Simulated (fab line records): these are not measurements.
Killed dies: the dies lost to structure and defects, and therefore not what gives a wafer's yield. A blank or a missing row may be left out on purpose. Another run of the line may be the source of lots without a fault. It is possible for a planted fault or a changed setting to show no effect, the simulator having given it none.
Matching of chambers	flow berkeley_cmos170	wet_bench-02 running UCB170_PSD_CLEAN_11: 3 sister chambers
The step cleans in SPM, time 600 s. 3 wafers are shown with their chamber, then 7 later ones without.

## WAFERS PAIRED WITH THEIR CHAMBERS
wafer	chamber	bath_guard_temp_C (C)
L113.6	1	121.4
L116.6	0	119.9
L117.4	3	120.4

## WAFERS WITH NO CHAMBER GIVEN
wafer	bath_guard_temp_C (C)
L117.5	120.4
L125.1	119.6
L125.3	119.7
L125.4	119.7
L126.2	120.4
L126.3	120.6
L126.6	120.8

## THE CHAMBER EACH PASSED THROUGH
wafer	from the rows above	in truth
L117.5	3	3
L125.1	0	0
L125.3	0	0
L125.4	0	0
L126.2	3	3
L126.3	3	3
L126.6	can't be placed: 3 or 1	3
Correct placement for 6 of the 7. Unplaceable from these rows: 1, with the true chamber sitting among the candidates in 1. Number placed wrongly: 0.
How it was worked out, from the rows above alone: a wafer's distance from a chamber is the root of the sum, over the readings, of the square of ((its reading less the chamber's mean) divided by the reading's scatter). If the next closest chamber is less than 2 further off than the closest, the wafer can't be placed; otherwise it belongs to the closest. Each chamber's mean is taken over the wafers shown for it. The scatter: with one shown wafer a chamber, the root of the mean of the squares of how far each hidden wafer lies from its nearest shown one.
